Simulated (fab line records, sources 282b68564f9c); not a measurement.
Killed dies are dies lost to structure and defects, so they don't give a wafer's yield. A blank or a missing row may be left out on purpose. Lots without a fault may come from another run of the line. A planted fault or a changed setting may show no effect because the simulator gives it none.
fab line records | flow rit_cmos
record lots=15 wafers=45 last_day=7
route steps=202 shown ACTIVE@12 PLDD@120 SDANNEAL@156 M1@185
lots that met no fault: from a run of the same line without faults
start_h: hours from the record's first day to the start of the lot's first wafer shown | wait_h: hours since the lot's step before | " the same as in the row above | L1.1+2: a row that stands for several wafers | - no value, or no start given | * or withheld: withheld | < > ~ a bound
route shown NAME@n: a module of which the file shows steps, and the number in the route of the first | usual: mean/standard deviation of fault-free wafers | same: alike in all rows | chamber/n: place in a boat | sites: the reading at each site | _std_site: their standard deviation | _edge_site: outer sites' mean less inner sites' | radius_mm: how far each site lies from the wafer's centre | mask NAME#n: copy n | behind: the tool/chamber that last shaped the wafer | hold: why the lot was held/for how many hours/how that ended | device: the transistor (n, p or np) that didn't switch | end of line: the same wafers' tests at the end of the route | a step without rows: its recipe alone | killed: dies lost to structure and defects at the first sort, not the wafer's yield | map: a wafer's dies, x killed, . not, _ none there
set.NAME: the setting as run; set.NAME@STEP: as run at that earlier step | model.NAME: the simulator's own value behind a step, which no gauge read
steps of the route over a sample of lots; a table a step, a row a wafer
## steps
# step RIT_ACTIVE_CD_MEAS_11
# recipe target_cd_nm=1400
# usual cd_nm=1399.9/2.1
# columns lot.wafer tool chamber start_h wait_h cd_nm
L547.2 cd_sem-02 - 14.46 - 1399.4
L547.3 " - " " 1399.9
L547.5 " - " " 1399.9
L549.2 cd_sem-02 - 24.46 - 1394.1
L549.5 " - " " 1393.9
L549.6 " - " " 1393.8
L550.1 cd_sem-02 - 29.58 - 1401.9
L550.4 " - " " 1400.0
L550.5 " - " " 1400.6
L551.1 cd_sem-02 - 34.56 - 1399.3
L551.2 " - " " 1401.6
L551.5 " - " " 1400.1
L552.3 cd_sem-02 - 39.48 - 1402.8
L552.5 " - " " 1403.4
L552.6 " - " " 1401.8
L553.2 cd_sem-02 - 44.62 - 1398.0
L553.4 " - " " 1400.0
L553.6 " - " " 1399.6
L557.1 cd_sem-02 - 65.15 - 1402.9
L557.3 " - " " 1400.7
L557.4 " - " " 1400.5
L559.1 cd_sem-02 - 74.56 - 1403.3
L559.3 " - " " 1402.7
L559.6 " - " " 1401.6
L564.1 cd_sem-02 - 100.54 - 1398.6
L564.5 " - " " 1396.4
L564.6 " - " " 1397.2
L565.1 cd_sem-02 - 104.44 - 1400.5
L565.2 " - " " 1396.8
L565.6 " - " " 1398.5
L566.2 cd_sem-02 - 109.97 - 1400.0
L566.3 " - " " 1400.5
L566.6 " - " " 1400.6
L567.2 cd_sem-02 - 114.66 - 1399.7
L567.4 " - " " 1399.0
L567.5 " - " " 1401.6
L568.1 cd_sem-02 - 119.81 - 1399.4
L568.2 " - " " 1397.8
L568.4 " - " " 1401.2
L569.2 cd_sem-01 - 124.69 - 1401.1
L569.4 " - " " 1402.6
L569.5 " - " " 1401.2
L570.3 cd_sem-01 - 129.62 - 1399.2
L570.5 " - " " 1401.2
L570.6 " - " " 1397.1
# step RIT_PLDD_OVL_MEAS_06
# usual PLDD_OVL=0.2/1.1
# columns lot.wafer tool chamber start_h wait_h PLDD_OVL[nm]
L547.2 overlay-02 - 45.92 - -0.1
L547.3 " - " " -0.2
L547.5 " - " " 1.1
L549.2 overlay-02 - 58.44 - -0.4
L549.5 " - " " 0.2
L549.6 " - " " 0.3
L550.1 overlay-01 - 58.55 - 0.8
L550.4 " - " " 2.0
L550.5 " - " " 0.1
L551.1 overlay-01 - 71.85 - 0.0
L551.2 " - " " -0.9
L551.5 " - " " -1.3
L552.3 overlay-01 - 71.92 - 0.5
L552.5 " - " " -0.8
L552.6 " - " " 1.7
L553.2 overlay-01 - 73.18 - 0.3
L553.4 " - " " 1.0
L553.6 " - " " 0.2
L557.1 overlay-01 - 94.41 - 2.8
L557.3 " - " " 1.7
L557.4 " - " " 1.6
L559.1 overlay-01 - 105.02 - 0.8
L559.3 " - " " 0.0
L559.6 " - " " 0.4
L564.1 overlay-02 - 128.76 - -1.1
L564.5 " - " " 0.6
L564.6 " - " " -0.9
L565.1 overlay-01 - 132.14 - -0.6
L565.2 " - " " 0.3
L565.6 " - " " 0.2
L566.2 overlay-01 - 140.64 - 0.5
L566.3 " - " " 0.3
L566.6 " - " " 2.4
L567.2 overlay-01 - 144.41 - 0.5
L567.4 " - " " 2.1
L567.5 " - " " 0.7
L568.1 overlay-02 - 148.83 - 1.1
L568.2 " - " " 0.0
L568.4 " - " " -0.2
L569.2 overlay-02 - 154.26 - 0.6
L569.4 " - " " -0.4
L569.5 " - " " -0.3
L570.3 overlay-02 - 159.14 - 0.7
L570.5 " - " " 1.3
L570.6 " - " " 1.9
# step RIT_SDANNEAL_RTA_03
# recipe temp_c=1050 time_s=5 idle_temp_c=600 ramp_up_c_per_s=342 ramp_down_c_per_s=171 cool_to_c=600 ambient=N2
# usual wafer_temp_C_max=1053.3/0.96
# columns lot.wafer tool chamber start_h wait_h wafer_temp_C_max
L547.2 rtp_anneal-01 0 52.72 0.0 1053.3
L547.3 " 0 " " 1053.5
L547.5 " 0 " " 1053.9
L549.2 rtp_anneal-01 0 64.98 0.0 1054.8
L549.5 " 0 " " 1055.7
L549.6 " 0 " " 1054.0
L550.1 rtp_anneal-02 0 65.40 0.0 1053.3
L550.4 " 0 " " 1053.2
L550.5 " 0 " " 1054.2
L551.1 rtp_anneal-01 0 78.26 0.0 1053.1
L551.2 " 0 " " 1051.7
L551.5 " 0 " " 1052.4
L552.3 rtp_anneal-02 0 79.12 0.0 1052.4
L552.5 " 0 " " 1053.3
L552.6 " 0 " " 1052.5
L552.3 rtp_anneal-02 0 79.44 0.3 1053.4
L552.5 " 0 " " 1053.6
L552.6 " 0 " " 1051.6
L553.2 rtp_anneal-01 0 81.05 0.0 1053.2
L553.4 " 0 " " 1055.2
L553.6 " 0 " " 1052.8
L557.1 rtp_anneal-01 0 100.83 0.0 1052.1
L557.3 " 0 " " 1052.6
L557.4 " 0 " " 1052.6
L557.1 rtp_anneal-01 0 101.05 0.2 1052.7
L557.3 " 0 " " 1053.9
L557.4 " 0 " " 1053.0
L559.1 rtp_anneal-01 0 111.79 0.0 1053.7
L559.3 " 0 " " 1052.9
L559.6 " 0 " " 1053.6
L559.1 rtp_anneal-01 0 112.01 0.2 1052.9
L559.3 " 0 " " 1054.0
L559.6 " 0 " " 1054.1
L564.1 rtp_anneal-02 0 135.08 0.0 1052.8
L564.5 " 0 " " 1052.4
L564.6 " 0 " " 1052.0
L565.1 rtp_anneal-01 0 139.05 0.0 1052.8
L565.2 " 0 " " 1053.7
L565.6 " 0 " " 1052.5
L566.2 rtp_anneal-02 0 147.15 0.0 1055.3
L566.3 " 0 " " 1053.2
L566.6 " 0 " " 1051.3
L567.2 rtp_anneal-01 0 151.12 0.0 1053.9
L567.4 " 0 " " 1052.7
L567.5 " 0 " " 1053.1
L568.1 rtp_anneal-02 0 156.08 0.0 1053.1
L568.2 " 0 " " 1053.6
L568.4 " 0 " " 1053.5
L569.2 rtp_anneal-01 0 161.72 0.0 1052.7
L569.4 " 0 " " 1052.4
L569.5 " 0 " " 1052.9
L570.3 rtp_anneal-02 0 165.69 0.0 1053.9
L570.5 " 0 " " 1053.2
L570.6 " 0 " " 1054.9
# step RIT_M1_RS_MEAS_01
# recipe thk_meas_gauge=four-point-probe reads=Al_of_M1_SPUTTER_00
# usual M1_AL_RS=0.0733/0.00099
# columns lot.wafer tool chamber start_h wait_h M1_AL_RS[ohm/sq]
L547.2 film_metro-02 - 56.33 0.2 0.0742
L547.3 " - " " 0.0739
L547.5 " - " " 0.0744
L549.2 film_metro-03 - 68.61 0.2 0.0724
L549.5 " - " " 0.0720
L549.6 " - " " 0.0717
L550.1 film_metro-04 - 69.14 0.1 0.0752
L550.4 " - " " 0.0745
L550.5 " - " " 0.0742
L551.1 film_metro-02 - 82.24 0.1 0.0731
L551.2 " - " " 0.0733
L551.5 " - " " 0.0731
L552.3 film_metro-03 - 83.23 0.2 0.0722
L552.5 " - " " 0.0721
L552.6 " - " " 0.0725
L553.2 film_metro-03 - 84.76 0.2 0.0745
L553.4 " - " " 0.0758
L553.6 " - " " 0.0742
L557.1 film_metro-03 - 104.69 0.1 0.0741
L557.3 " - " " 0.0745
L557.4 " - " " 0.0741
L559.1 film_metro-04 - 116.38 0.1 0.0728
L559.3 " - " " 0.0722
L559.6 " - " " 0.0727
L564.1 film_metro-02 - 138.78 0.1 0.0726
L564.5 " - " " 0.0741
L564.6 " - " " 0.0732
L565.1 film_metro-02 - 142.62 0.1 0.0722
L565.2 " - " " 0.0720
L565.6 " - " " 0.0723
L566.2 film_metro-03 - 150.86 0.2 0.0730
L566.3 " - " " 0.0715
L566.6 " - " " 0.0721
L567.2 film_metro-02 - 154.82 0.2 0.0732
L567.4 " - " " 0.0731
L567.5 " - " " 0.0725
L568.1 film_metro-02 - 159.80 0.1 0.0733
L568.2 " - " " 0.0728
L568.4 " - " " 0.0731
L569.2 film_metro-03 - 165.32 0.2 0.0737
L569.4 " - " " 0.0742
L569.5 " - " " 0.0737
L570.3 film_metro-02 - 169.28 0.2 0.0729
L570.5 " - " " 0.0736
L570.6 " - " " 0.0734
# step RIT_M1_PROBE_99
# usual killed_at_front_end=7/3.1 killed_dies=7/3.1 killed_open=3.5/2.2 killed_short=3.3/1.9
# same gross_dies=264 killed_at_M0_to_M3=0 killed_at_M4_up=0 killed_at_back_side=0 killed_at_contacts=0 killed_at_other=0
# columns lot.wafer tool chamber start_h wait_h killed_at_front_end killed_dies killed_open killed_short
L552.3 prober-01 - 87.59 0.2 7 7 3 4
L552.5 prober-01 - 87.69 0.2 8 8 4 4
L552.6 prober-01 - 87.74 0.2 4 4 1 3
L557.1 prober-01 - 108.51 0.1 7 7 6 1
L557.3 prober-01 - 108.61 0.2 4 4 2 2
L557.4 prober-01 - 108.66 0.2 10 10 6 4
L559.1 prober-01 - 120.77 0.1 7 7 4 3
L559.3 prober-01 - 120.87 0.2 7 7 3 4
L559.6 prober-01 - 121.02 0.2 7 7 2 5
L568.1 prober-02 - 163.65 0.1 2 2 1 1
L568.2 prober-02 - 163.70 0.1 8 8 6 2
L568.4 prober-02 - 163.80 0.2 6 6 2 4
L569.2 prober-01 - 169.13 0.1 6 6 4 2
L569.4 prober-01 - 169.23 0.2 6 6 2 4
L569.5 prober-01 - 169.28 0.2 4 4 1 3
# killed by level:class
L552.3 GATE:geometric_particle:open=2 FOX1:geometric_particle:short=1 FOX2:geometric_particle:short=1 FOX2:geometric_particle:open=1 GATE:geometric_particle:short=1 SILICIDE:geometric_particle:short=1
L552.5 REOX:geometric_particle:short=2 SILICIDE:geometric_particle:open=2 GATE:geometric_particle:open=1 GATE:geometric_particle:short=1 SPACER:geometric_particle:open=1 SPACER:geometric_particle:short=1
L552.6 SPACER:geometric_particle:short=3 REOX:geometric_particle:open=1
L557.1 SILICIDE:geometric_particle:open=2 FOX1:geometric_particle:open=1 FOX2:geometric_particle:open=1 GATE:geometric_particle:short=1 GATE:geometric_particle:open=1 REOX:geometric_particle:open=1
L557.3 FOX1:geometric_particle:open=1 GATE:geometric_particle:open=1 GATE:geometric_particle:short=1 REOX:geometric_particle:short=1
L557.4 GATE:geometric_particle:open=4 GATE:geometric_particle:short=2 FOX1:geometric_particle:short=1 REOX:geometric_particle:open=1 SPACER:geometric_particle:open=1 SPACER:geometric_particle:short=1
L559.1 FOX1:geometric_particle:open=3 ACTIVE:geometric_particle:short=1 FOX2:geometric_particle:short=1 SPACER:geometric_particle:open=1 SILICIDE:geometric_particle:short=1
L559.3 FOX1:geometric_particle:short=2 GATE:geometric_particle:short=2 FOX1:geometric_particle:open=1 REOX:geometric_particle:open=1 SILICIDE:geometric_particle:open=1
L559.6 FOX1:geometric_particle:open=1 FOX1:geometric_particle:short=1 FOX2:geometric_particle:short=1 REOX:geometric_particle:short=1 SPACER:geometric_particle:open=1 SPACER:geometric_particle:short=1 SILICIDE:geometric_particle:short=1
L568.1 GATE:geometric_particle:open=1 GATE:geometric_particle:short=1
L568.2 FOX1:geometric_particle:open=2 GATE:geometric_particle:open=2 REOX:geometric_particle:open=2 FOX2:geometric_particle:short=1 REOX:geometric_particle:short=1
L568.4 GATE:geometric_particle:short=2 REOX:geometric_particle:short=2 REOX:geometric_particle:open=2
L569.2 REOX:geometric_particle:open=4 GATE:geometric_particle:short=1 REOX:geometric_particle:short=1
L569.4 GATE:geometric_particle:short=2 FOX1:geometric_particle:open=1 FOX2:geometric_particle:short=1 GATE:geometric_particle:open=1 SPACER:geometric_particle:short=1
L569.5 SILICIDE:geometric_particle:short=2 FOX1:geometric_particle:open=1 REOX:geometric_particle:short=1
## key
first_sign step=RIT_SDANNEAL_RTA_03 reading=visit direction=added
effect none on later readings
met_at RIT_SDANNEAL_RTA_03
struck_lots L552,L557,L559
tester_left_out L552,L557,L559
not_acting_at RIT_ACTIVE_CD_MEAS_11,RIT_PLDD_OVL_MEAS_06,RIT_M1_RS_MEAS_01
fault kind=repeated_step_whole tool=rtp_anneal-01,rtp_anneal-02 chamber=- onset_h=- steps=RIT_SDANNEAL_RTA_03 times=1 scope=struck_lots_only
# tester_left_out: of these lots the tester's yield and bins aren't shown, on N5 and GAA mostly nor the transistor test; their killed dies are dies lost to structure and defects alone, not to doping, threshold or leakage, so they don't give the yield
